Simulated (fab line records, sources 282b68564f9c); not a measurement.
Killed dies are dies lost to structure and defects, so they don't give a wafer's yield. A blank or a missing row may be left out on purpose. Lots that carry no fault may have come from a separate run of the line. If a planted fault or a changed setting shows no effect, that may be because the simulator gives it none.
fab line records	flow ritCmos
[record] lots = 6	wafers = 18	lastDay = 7
route steps=202 shown ACTIVE@1 FOX1@20 FOX2@23 M1@202
lots that met no fault: from a run of the same line without faults
startH: start of the lot's first displayed wafer, in hours after the record's first day	waitH: hours elapsed since this lot's preceding step	" unchanged from the row above	L1.1+2: a row that stands for several wafers	- value missing, or start not given	* or withheld: withheld	< > ~ a bound
route shown NAME@n: names a module that has steps shown in the file, with the first one's number in the route	usual: mean/standard deviation of fault-free wafers	same: alike in all rows	chamber/n: place in a boat	sites: the reading at each site	_std_site: their standard deviation	_edge_site: mean of outer sites minus mean of inner sites	radiusMm: how far each site lies from the wafer's centre	mask NAME#n: copy n	behind: tool/chamber where the wafer was last shaped	hold: reason for holding the lot/hours on hold/outcome of the hold	device: transistor that didn't switch, given as n, p or np	end of line: at the end of the route, the tests of the same wafers	for a step that has no rows: nothing shown but its recipe	killed: the dies lost at the first sort to structure and to defects; this is not the yield of the wafer	map: a wafer's dies, x killed, . not, _ none there
set.NAME: the setting the step ran with; set.NAME@STEP: the setting that earlier step ran with	model.NAME: the simulator's own value behind a step, which no gauge read
lots at selected steps of the route; one table per step, one row per wafer
services: when a tool's chamber went out of use (startH, in hours from the record's first day, below 0 if earlier), for how many hours, and the reason
[[steps]]
[step RIT_ACTIVE_BOW_MEAS_00]
[recipe] mode = bow
[usual] INCOMING_BOW = 1/6.7
lot.wafer	tool	chamber	startH	waitH	INCOMING_BOW[um]
L659.1	filmMetro-03	-	10.00	-	-1
L659.3	"	-	"	"	-9
L659.4	"	-	"	"	15
L667.2	filmMetro-02	-	50.02	-	-2
L667.4	"	-	"	"	6
L667.5	"	-	"	"	-1
L668.4	filmMetro-02	-	55.06	-	-4
L668.5	"	-	"	"	2
L668.6	"	-	"	"	-6
L679.3	filmMetro-03	-	110.04	-	-9
L679.4	"	-	"	"	-5
L679.6	"	-	"	"	2
L680.1	filmMetro-03	-	115.00	-	5
L680.3	"	-	"	"	-5
L680.5	"	-	"	"	2
L682.2	filmMetro-04	-	125.02	-	5
L682.3	"	-	"	"	9
L682.6	"	-	"	"	5
[step RIT_ACTIVE_OXIDATION_01]
[recipe] tempC = 1000	ambient = O2	targetThkA = 468	oxTimeS = 3360
[usual] spikeTcCentreC = 1003.4/1.8	spikeTcLoadC = 1026.6/2	spikeTcSourceC = 1027.2/1.2	tubeCenterTempC = 1000/0.099	tube_center_temp_C_max = 1002.6/0.42	zonePowerSourcePct = 38.3/2.5
lot.wafer	tool	chamber	startH	waitH	spikeTcCentreC	spikeTcLoadC	spikeTcSourceC	tubeCenterTempC	tube_center_temp_C_max	zonePowerSourcePct	model.SiO2_of_ACTIVE_OXIDATION_01.thkNm
L659.1	furnace-04	0	10.12	0.1	1002.6	1029.5	1026.3	999.99	1002.9	35.3	47.93
L659.3	"	0	"	"	1001.5	1031.0	1027.4	1000.1	1003.2	36.1	48.11
L659.4	"	0	"	"	1001.2	1029.1	1026.4	999.83	1002.1	35.0	47.35
L667.2	furnace-03	0	51.18	1.1	1003.3	1026.0	1027.6	1000	1002.3	36.8	46.34
L667.4	"	0	"	"	1004.5	1026.2	1027.0	999.96	1003.3	37.5	45.92
L667.5	"	0	"	"	1003.7	1025.3	1027.2	1000	1002.3	37.4	46.43
L668.4	furnace-03	0	55.12	0.0	1003.8	1025.7	1029.2	999.76	1002.2	36.8	46.89
L668.5	"	0	"	"	1003.4	1026.7	1029.2	999.89	1002.7	37.5	46.96
L668.6	"	0	"	"	1004.5	1024.7	1027.2	1000	1002.2	36.5	47.08
L679.3	furnace-03	0	110.25	0.2	1018.9	1040.4	1043.2	1014.9	1017.6	39.3	53.67
L679.4	"	0	"	"	1018.4	1040.3	1040.8	1015.1	1017.7	39.9	53.32
L679.6	"	0	"	"	1019.7	1041.8	1044.1	1014.9	1017.0	38.8	53.73
L680.1	furnace-03	0	115.12	0.1	1020.1	1040.7	1043.8	1014.9	1018.0	38.8	53.92
L680.3	"	0	"	"	1018.7	1040.5	1044.1	1015.1	1016.9	38.7	53.7
L680.5	"	0	"	"	1019.0	1041.8	1042.8	1015	1017.4	38.8	54.3
L682.2	furnace-01	0	125.95	0.9	1003.7	1027.3	1027.3	1000.1	1002.9	41.5	47.28
L682.3	"	0	"	"	1005.2	1026.1	1028.3	1000.2	1003.1	41.5	47.77
L682.6	"	0	"	"	1005.0	1023.9	1027.1	999.98	1002.2	41.0	47.08
[step RIT_ACTIVE_THK_MEAS_02]
[recipe] reads = SiO2_of_ACTIVE_OXIDATION_01
[usual] ACTIVE_OXIDE_THK = 46.8/0.86
lot.wafer	tool	chamber	startH	waitH	ACTIVE_OXIDE_THK[nm]
L659.1	filmMetro-03	-	12.05	0.0	47.9
L659.3	"	-	"	"	48.1
L659.4	"	-	"	"	47.4
L667.2	filmMetro-03	-	53.13	0.0	46.3
L667.4	"	-	"	"	45.9
L667.5	"	-	"	"	46.4
L668.4	filmMetro-03	-	57.08	0.0	46.9
L668.5	"	-	"	"	46.9
L668.6	"	-	"	"	47.1
L679.3	filmMetro-04	-	112.21	0.0	53.6
L679.4	"	-	"	"	53.3
L679.6	"	-	"	"	53.7
L680.1	filmMetro-02	-	117.05	0.0	54.0
L680.3	"	-	"	"	53.7
L680.5	"	-	"	"	54.3
L682.2	filmMetro-04	-	127.89	0.0	47.3
L682.3	"	-	"	"	47.8
L682.6	"	-	"	"	47.1
[step RIT_ACTIVE_CVD_03]
[recipe] material = Si3N4	targetThkNm = 150	tempC = 810	precursor = SiH2Cl2/NH3	timeS = 1500	pressureMtorr = 300	sih2cl2FlowSccm = 60	nh3FlowSccm = 150
[step RIT_ACTIVE_THK_MEAS_04]
[recipe] reads = Si3N4_of_ACTIVE_CVD_03
[usual] ACTIVE_NITRIDE_THK = 149.7/1.5
lot.wafer	tool	chamber	startH	waitH	ACTIVE_NITRIDE_THK[nm]
L659.1	filmMetro-04	-	13.53	0.0	150.0
L659.3	"	-	"	"	149.5
L659.4	"	-	"	"	148.8
L667.2	filmMetro-02	-	54.60	0.0	151.4
L667.4	"	-	"	"	150.8
L667.5	"	-	"	"	150.7
L668.4	filmMetro-03	-	58.56	0.0	150.5
L668.5	"	-	"	"	148.9
L668.6	"	-	"	"	149.8
L679.3	filmMetro-04	-	113.68	0.0	151.0
L679.4	"	-	"	"	151.2
L679.6	"	-	"	"	151.5
L680.1	filmMetro-02	-	118.53	0.0	148.0
L680.3	"	-	"	"	148.2
L680.5	"	-	"	"	149.3
L682.2	filmMetro-02	-	129.37	0.0	148.0
L682.3	"	-	"	"	148.5
L682.6	"	-	"	"	148.5
[step RIT_ACTIVE_HMDS_05]
[recipe] primeTimeS = 60	primeTempC = 140
[step RIT_ACTIVE_COAT_06]
[recipe] resist = NOVOLAK	spinRpm = 3250	resistThkNm = 984.1
[step RIT_ACTIVE_SOFTBAKE_07]
[recipe] resist = NOVOLAK	tempC = 90	timeS = 60
[step RIT_ACTIVE_EXPOSE_08]
[recipe] maskId = M1	na = 0.6	sourceShape = conventional	sigmaOuter = 0.6	targetCdNm = 1400	doseMj = 225
[step RIT_ACTIVE_PEB_09]
[recipe] resist = NOVOLAK	tempC = withheld	timeS = withheld
[step RIT_ACTIVE_DEVELOP_10]
[recipe] resist = NOVOLAK	developTimeS = 51.79	devTempC = 23
[step RIT_ACTIVE_CD_MEAS_11]
[recipe] targetCdNm = 1400
[usual] cdNm = 1400.6/2.1
lot.wafer	tool	chamber	startH	waitH	cdNm
L659.1	cdSem-02	-	14.44	-	1401.7
L659.3	"	-	"	"	1401.1
L659.4	"	-	"	"	1400.9
L667.2	cdSem-02	-	55.65	-	1404.2
L667.4	"	-	"	"	1400.8
L667.5	"	-	"	"	1400.8
L668.4	cdSem-02	-	59.50	-	1400.6
L668.5	"	-	"	"	1401.1
L668.6	"	-	"	"	1400.1
L679.3	cdSem-01	-	114.74	-	1402.8
L679.4	"	-	"	"	1406.0
L679.6	"	-	"	"	1404.0
L680.1	cdSem-02	-	119.56	-	1403.8
L680.3	"	-	"	"	1402.1
L680.5	"	-	"	"	1402.3
L682.2	cdSem-02	-	130.29	-	1401.5
L682.3	"	-	"	"	1399.1
L682.6	"	-	"	"	1400.7
[step RIT_ACTIVE_HARDBAKE_12]
[recipe] resist = NOVOLAK	tempC = 140	timeS = 60
[step RIT_ACTIVE_ETCH_13]
[recipe] stopOn = SiO2	chemistry = SF6	target = Si3N4	timeS = 210	overEtchFrac = 0.4	SF6_flow_sccm = 200	pressureMtorr = 260	rfW = 125	targetDepthA = 2100
[usual] drypumpMotorCurrentA = 5.9/0.34	oesProductAu = 0.818/0.012	throttleValvePct = 7.46/0.094
[same] overEtchFrac = 0.4
lot.wafer	tool	chamber	startH	waitH	drypumpMotorCurrentA	oesProductAu	rfHoursCounterH	throttleValvePct
L659.1	rieDiel-01	3	14.71	0.1	5.9	0.816	36	7.34
L659.3	"	1	"	"	5.3	0.818	143	7.59
L659.4	"	0	"	"	6.4	0.833	87	7.36
L667.2	rieDiel-02	2	55.90	0.1	5.4	0.828	72	7.34
L667.4	"	1	"	"	6.4	0.821	58	7.40
L667.5	"	0	"	"	5.9	0.832	-	7.36
L668.4	rieDiel-04	0	59.71	0.1	6.3	0.800	90	7.65
L668.5	"	0	"	"	6.3	0.803	-	7.65
L668.6	"	1	"	"	5.7	0.815	-	7.46
L679.3	rieDiel-01	1	114.97	0.1	5.4	0.817	145	7.60
L679.4	"	2	"	"	5.7	0.833	54	7.45
L679.6	"	2	"	"	5.7	0.834	-	7.46
L680.1	rieDiel-04	2	119.83	0.1	5.4	0.815	5	7.48
L680.3	"	0	"	"	6.3	0.788	91	7.66
L680.5	"	2	"	"	5.4	0.825	-	7.48
L682.2	rieDiel-02	0	130.69	0.1	5.9	0.822	1	7.38
L682.3	"	3	"	"	6.3	0.791	8	7.40
L682.6	"	3	"	"	6.3	0.799	-	7.41
[step RIT_ACTIVE_STRIP_14]
[recipe] chemistry = O2	timeS = 180	resist = NOVOLAK	platenTempC = withheld	powerW = 500	pressureMtorr = 4000	o2FlowSccm = 4000
[usual] drypumpMotorCurrentA = 5.6/0.6
lot.wafer	tool	chamber	startH	waitH	drypumpMotorCurrentA	rfHoursCounterH
L659.1	plasmaAsher-03	0	14.84	0.1	5.2	37
L659.3	"	0	"	"	5.2	-
L659.4	"	1	"	"	5.1	-
L667.2	plasmaAsher-03	1	56.03	0.1	5.1	42
L667.4	"	0	"	"	5.1	-
L667.5	"	1	"	"	5.1	-
L668.4	plasmaAsher-04	1	59.90	0.1	6.9	-
L668.5	"	0	"	"	5.8	-
L668.6	"	1	"	"	6.9	-
L679.3	plasmaAsher-02	1	115.16	0.1	5.4	-
L679.4	"	0	"	"	5.6	-
L679.6	"	0	"	"	5.6	-
L680.1	plasmaAsher-03	1	119.97	0.1	5.2	0
L680.3	"	1	"	"	5.1	-
L680.5	"	0	"	"	5.2	-
L682.2	plasmaAsher-03	1	130.83	0.1	5.1	1
L682.3	"	0	"	"	5.1	-
L682.6	"	0	"	"	5.1	-
[step RIT_ACTIVE_CD_MEAS_90]
[recipe] targetCdNm = 1400
[usual] cdNm = 1400.5/2.1
lot.wafer	tool	chamber	startH	waitH	cdNm
L659.1	cdSem-01	-	15.02	0.1	1402.1
L659.3	"	-	"	"	1400.9
L659.4	"	-	"	"	1400.4
L667.2	cdSem-01	-	56.23	0.1	1403.7
L667.4	"	-	"	"	1400.7
L667.5	"	-	"	"	1400.6
L668.4	cdSem-02	-	60.08	0.1	1400.6
L668.5	"	-	"	"	1400.9
L668.6	"	-	"	"	1400.3
L679.3	cdSem-01	-	115.32	0.1	1402.8
L679.4	"	-	"	"	1405.7
L679.6	"	-	"	"	1404.3
L680.1	cdSem-01	-	120.14	0.1	1403.0
L680.3	"	-	"	"	1401.9
L680.5	"	-	"	"	1402.4
L682.2	cdSem-02	-	131.02	0.1	1402.1
L682.3	"	-	"	"	1399.4
L682.6	"	-	"	"	1400.1
[step RIT_ACTIVE_CLEAN_15]
[recipe] chemistry = SC1	mix = 3:3:50	timeS = 600	tempC = 75
[step RIT_ACTIVE_CLEAN_16]
[recipe] chemistry = dHF	dilution = 50:1	timeS = 30
[step RIT_ACTIVE_CLEAN_17]
[recipe] chemistry = SC2	mix = 3:3:50	timeS = 600	tempC = 75	dry = n2Spin
[step RIT_FOX1_OXIDATION_00]
[recipe] tempC = 1100	ambient = H2O	targetThkA = 3507	pH2oTorr = 720	oxTimeS = 1130
[step RIT_FOX1_THK_MEAS_01]
[recipe] reads = SiO2_of_FOX1_OXIDATION_00
[usual] FOX1_OXIDE_THK = 349/4.8
lot.wafer	tool	chamber	startH	waitH	FOX1_OXIDE_THK[nm]
L659.1	filmMetro-02	-	18.60	0.0	349
L659.3	"	-	"	"	352
L659.4	"	-	"	"	346
L667.2	filmMetro-02	-	58.63	0.0	349
L667.4	"	-	"	"	346
L667.5	"	-	"	"	346
L668.4	filmMetro-02	-	65.23	0.0	353
L668.5	"	-	"	"	354
L668.6	"	-	"	"	356
L679.3	filmMetro-01	-	117.11	0.0	354
L679.4	"	-	"	"	354
L679.6	"	-	"	"	352
L680.1	filmMetro-01	-	123.37	0.0	345
L680.3	"	-	"	"	345
L680.5	"	-	"	"	346
L682.2	filmMetro-02	-	132.84	0.0	350
L682.3	"	-	"	"	350
L682.6	"	-	"	"	354
[step RIT_FOX1_WET_ETCH_02]
[recipe] chemistry = BOE	targetDepthNm = 350	timeS = 390	tempC = 21.5	dry = n2Spin	dilution = 10:1	target = SiO2
[step RIT_FOX2_OXIDATION_00]
[recipe] tempC = 1100	ambient = H2O	targetThkA = 3507	pH2oTorr = 720	oxTimeS = 1130
[step RIT_FOX2_THK_MEAS_01]
[recipe] reads = SiO2_of_FOX2_OXIDATION_00
[usual] FOX2_OXIDE_THK = 352/5.2
lot.wafer	tool	chamber	startH	waitH	FOX2_OXIDE_THK[nm]
L659.1	filmMetro-04	-	22.53	0.0	357
L659.3	"	-	"	"	359
L659.4	"	-	"	"	359
L667.2	filmMetro-01	-	61.59	0.0	355
L667.4	"	-	"	"	355
L667.5	"	-	"	"	352
L668.4	filmMetro-01	-	67.96	0.0	354
L668.5	"	-	"	"	353
L668.6	"	-	"	"	361
L679.3	filmMetro-03	-	118.61	0.0	347
L679.4	"	-	"	"	346
L679.6	"	-	"	"	353
L680.1	filmMetro-03	-	124.87	0.0	352
L680.3	"	-	"	"	349
L680.5	"	-	"	"	359
L682.2	filmMetro-01	-	135.23	0.0	355
L682.3	"	-	"	"	355
L682.6	"	-	"	"	355
[step RIT_FOX2_CLEAN_02]
[recipe] chemistry = dHF	dilution = 50:1	timeS = 180
[step RIT_FOX2_WET_ETCH_03]
[recipe] chemistry = H3PO4	target = Si3N4	targetDepthNm = 195	tempC = 165	timeS = 2700
[usual] bathHeatDutyPct = 26.4/3
lot.wafer	tool	chamber	startH	waitH	bathHeatDutyPct	model.SiO2_of_ACTIVE_OXIDATION_01.thkNm
L659.1	wetBench-01	3	22.65	0.0	27.8	42.32
L659.3	"	3	"	"	30.9	42.22
L659.4	"	3	"	"	31.3	40.72
L667.2	wetBench-02	0	61.70	0.0	25.2	40.98
L667.4	"	0	"	"	25.6	40.62
L667.5	"	0	"	"	25.2	40.18
L668.4	wetBench-02	2	68.05	0.0	27.2	40.5
L668.5	"	2	"	"	27.8	40.54
L668.6	"	2	"	"	27.6	40.1
L679.3	wetBench-01	3	118.70	0.0	31.0	47.43
L679.4	"	3	"	"	30.4	47.52
L679.6	"	3	"	"	29.5	47.89
L680.1	wetBench-01	2	125.00	0.0	26.5	46.51
L680.3	"	2	"	"	27.4	46.8
L680.5	"	2	"	"	28.2	46.83
L682.2	wetBench-01	1	135.41	0.0	21.4	41.15
L682.3	"	1	"	"	21.8	42.48
L682.6	"	1	"	"	21.8	41.87
[step RIT_FOX2_THK_MEAS_90]
[recipe] reads = SiO2_of_FOX2_OXIDATION_00
[usual] FIELD_OXIDE_LEFT_1_THK = 325/5.1
lot.wafer	tool	chamber	startH	waitH	FIELD_OXIDE_LEFT_1_THK[nm]
L659.1	filmMetro-04	-	23.41	0.0	329
L659.3	"	-	"	"	331
L659.4	"	-	"	"	332
L667.2	filmMetro-03	-	62.47	0.0	327
L667.4	"	-	"	"	327
L667.5	"	-	"	"	324
L668.4	filmMetro-01	-	68.84	0.0	326
L668.5	"	-	"	"	325
L668.6	"	-	"	"	333
L679.3	filmMetro-04	-	119.48	0.0	320
L679.4	"	-	"	"	319
L679.6	"	-	"	"	326
L680.1	filmMetro-04	-	125.90	0.0	325
L680.3	"	-	"	"	322
L680.5	"	-	"	"	331
L682.2	filmMetro-04	-	136.25	0.0	328
L682.3	"	-	"	"	328
L682.6	"	-	"	"	327
[step RIT_M1_PROBE_99]
[usual] killedAtContacts = 0.0/0.16	killedAtFrontEnd = 7.1/2.7	killedDies = 7.2/2.7	killedOpen = 3.5/1.9	killedShort = 3.6/1.9
[same] grossDies = 264	killed_at_M0_to_M3 = 0	killed_at_M4_up = 0	killedAtBackSide = 0	killedAtOther = 0
lot.wafer	tool	chamber	startH	waitH	killedAtContacts	killedAtFrontEnd	killedDies	killedOpen	killedShort	model.etest.nldd.widthNm	model.etest.pldd.widthNm	model.etest.nplusSal.widthNm	model.etest.pplusSal.widthNm	model.etest.nmosNarrow.driveUaUm	model.etest.pmosNarrow.driveUaUm
L659.1	prober-02	-	63.34	0.1	0	9	9	5	4	3171	3162	3438	3434	234.2	109.1
L659.3	prober-02	-	63.44	0.2	0	3	3	0	3	3167	3156	3420	3429	230.5	106.8
L659.4	prober-02	-	63.49	0.2	0	6	6	2	4	3164	3169	3442	3434	232.3	105.6
L667.2	prober-02	-	103.27	0.1	0	4	4	1	3	3180	3189	3468	3460	228.9	100.9
L667.4	prober-02	-	103.37	0.2	0	3	3	1	2	3201	3177	3467	3445	229.5	102.1
L667.5	prober-02	-	103.42	0.2	0	8	8	6	2	3188	3172	3455	3472	232.9	102.7
L668.4	prober-01	-	110.24	0.2	0	7	7	3	4	3162	3181	3452	3447	228.7	100.4
L668.5	prober-01	-	110.29	0.2	0	10	10	5	5	3156	3176	3397	3414	226.3	99.77
L668.6	prober-01	-	110.34	0.2	1	3	4	1	3	3171	3145	3414	3421	225.3	97.99
L679.3	prober-02	-	158.65	0.2	0	7	7	2	5	3112	3111	3415	3404	209.2	94.5
L679.4	prober-02	-	158.70	0.2	0	6	6	3	2	3114	3128	3420	3409	212.2	95.46
L679.6	prober-02	-	158.80	0.2	0	3	3	0	3	3109	3114	3419	3440	213.1	98.2
L680.1	prober-01	-	162.99	0.1	0	12	12	6	5	3118	3093	3429	3414	209.2	96.63
L680.3	prober-01	-	163.09	0.2	0	8	8	2	6	3102	3087	3379	3387	204.7	95.51
L680.5	prober-01	-	163.19	0.2	0	8	8	4	4	3078	3082	3411	3417	202.9	94.86
L682.2	prober-01	-	173.37	0.1	0	11	11	4	7	3148	3173	3417	3409	222.6	100.5
L682.3	prober-01	-	173.42	0.2	0	9	9	4	5	3165	3157	3446	3431	224.5	100.5
L682.6	prober-01	-	173.57	0.2	0	8	8	5	3	3173	3150	3413	3441	229.5	103
// killed by level:class
L659.1 GATE:geometricParticle:open=2 GATE:geometricParticle:short=2 SPACER:geometricParticle:open=2 FOX2:geometricParticle:short=1 SILICIDE:geometricParticle:short=1 SILICIDE:geometricParticle:open=1
L659.3 GATE:geometricParticle:short=2 SILICIDE:geometricParticle:short=1
L659.4 REOX:geometricParticle:short=2 SILICIDE:geometricParticle:open=2 GATE:geometricParticle:short=1 SILICIDE:geometricParticle:short=1
L667.2 GATE:geometricParticle:short=2 SPACER:geometricParticle:short=1 SPACER:geometricParticle:open=1
L667.4 FOX1:geometricParticle:short=1 GATE:geometricParticle:open=1 SPACER:geometricParticle:short=1
L667.5 SILICIDE:geometricParticle:open=2 FOX1:geometricParticle:open=1 FOX2:geometricParticle:open=1 GATE:geometricParticle:short=1 GATE:geometricParticle:open=1 SPACER:geometricParticle:short=1 SPACER:geometricParticle:open=1
L668.4 SPACER:geometricParticle:short=2 FOX1:geometricParticle:open=1 GATE:geometricParticle:open=1 GATE:geometricParticle:short=1 REOX:geometricParticle:open=1 REOX:geometricParticle:short=1
L668.5 GATE:geometricParticle:short=4 GATE:geometricParticle:open=3 FOX1:geometricParticle:open=2 SPACER:geometricParticle:short=1
L668.6 GATE:geometricParticle:short=1 GATE:geometricParticle:open=1 REOX:geometricParticle:short=1 CONTACT:geometricParticle:short=1
L679.3 GATE:geometricParticle:open=2 GATE:geometricParticle:short=2 REOX:geometricParticle:short=2 SPACER:geometricParticle:short=1
L679.4 REOX:geometricParticle:open=2 GATE:geometricParticle:short=1 GATE:geometricParticle:open=1 SILICIDE:geometricParticle:short=1 GATE:coatMicrobubblePrinted=1
L679.6 FOX2:geometricParticle:short=1 GATE:geometricParticle:short=1 REOX:geometricParticle:short=1
L680.1 REOX:geometricParticle:short=4 SILICIDE:geometricParticle:open=3 GATE:geometricParticle:open=2 FOX1:geometricParticle:short=1 FOX2:geometricParticle:open=1 PRETRO:coatMicrobubblePrinted=1
L680.3 GATE:geometricParticle:short=3 FOX2:geometricParticle:short=2 GATE:geometricParticle:open=1 REOX:geometricParticle:open=1 REOX:geometricParticle:short=1
L680.5 GATE:geometricParticle:short=2 SPACER:geometricParticle:open=2 FOX2:geometricParticle:short=1 FOX2:geometricParticle:open=1 REOX:geometricParticle:open=1 REOX:geometricParticle:short=1
L682.2 GATE:geometricParticle:short=4 SPACER:geometricParticle:short=2 SPACER:geometricParticle:open=2 SILICIDE:geometricParticle:open=2 FOX1:geometricParticle:short=1
L682.3 REOX:geometricParticle:short=4 REOX:geometricParticle:open=3 FOX1:geometricParticle:open=1 SILICIDE:geometricParticle:short=1
L682.6 GATE:geometricParticle:short=2 GATE:geometricParticle:open=2 REOX:geometricParticle:open=2 SILICIDE:geometricParticle:open=1 SILICIDE:geometricParticle:short=1
[[services]]
tool	chamber	startH	hours	kind
plasmaAsher-02	-	-6.58	0.4	repair
furnace-04	-	-5.97	3.1	pm
rieDiel-04	1	-5.39	3.0	repair
rieDiel-01	1	-4.25	1.6	repair
furnace-04	-	-1.37	4.6	repair
rieDiel-04	0	0.23	6.1	repair
rieDiel-04	2	10.36	12.4	repair
rieDiel-04	1	39.31	4.1	repair
plasmaAsher-02	-	41.58	7.8	repair
rieDiel-02	0	76.36	-	clean
rieDiel-02	0	76.36	14.8	scheduledDown
rieDiel-02	0	76.36	14.8	ventCycle
rieDiel-02	3	87.02	10.5	repair
rieDiel-01	1	95.27	5.7	repair
plasmaAsher-03	-	108.75	9.0	pm
plasmaAsher-03	0	108.75	9.0	ventCycle
plasmaAsher-03	1	108.75	9.0	ventCycle
plasmaAsher-02	-	109.58	2.8	pm
rieDiel-02	-	115.48	14.6	pm
plasmaAsher-03	0	117.75	-	clean
plasmaAsher-03	1	117.75	-	clean
rieDiel-04	1	119.63	19.8	repair
[[key]]
[firstSign] step = RIT_ACTIVE_OXIDATION_01	reading = tubeCenterTempC	direction = up	sigmas = 99+	usual = *	struck = *
[effect] step = RIT_ACTIVE_OXIDATION_01	reading = tube_center_temp_C_max	direction = up	sigmas = 35	usual = *	struck = *
[effect] step = RIT_ACTIVE_THK_MEAS_02	reading = ACTIVE_OXIDE_THK	direction = up	sigmas = 8.1	usual = 46.8	struck = 53.8
[modelEffect] step = RIT_ACTIVE_OXIDATION_01	value = SiO2_of_ACTIVE_OXIDATION_01.thkNm	without = 46.53	struck = 53.77
[modelEffect] step = RIT_FOX2_WET_ETCH_03	value = SiO2_of_ACTIVE_OXIDATION_01.thkNm	without = 40.71	struck = 47.16
[modelEffect] step = RIT_M1_PROBE_99	value = etest.nldd.widthNm	without = 3184	struck = 3106
metAt RIT_ACTIVE_OXIDATION_01
struckWafers L679.3,L679.4,L679.6,L680.1,L680.3,L680.5
testerLeftOut L679,L680
onsetBetween 55.12 110.25
[fault] kind = processParameterDrift	tool = furnace-03	chamber = -	onsetH = 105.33	steps = RIT_ACTIVE_OXIDATION_01	channel = tempC	offset = *	shape = step	endH = 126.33	actsIn = *	stated = *
// testerLeftOut: of these lots the tester's yield and bins aren't shown, on N5 and GAA mostly nor the transistor test; their killed dies are dies lost to structure and defects alone, not to doping, threshold or leakage, so they don't give the yield
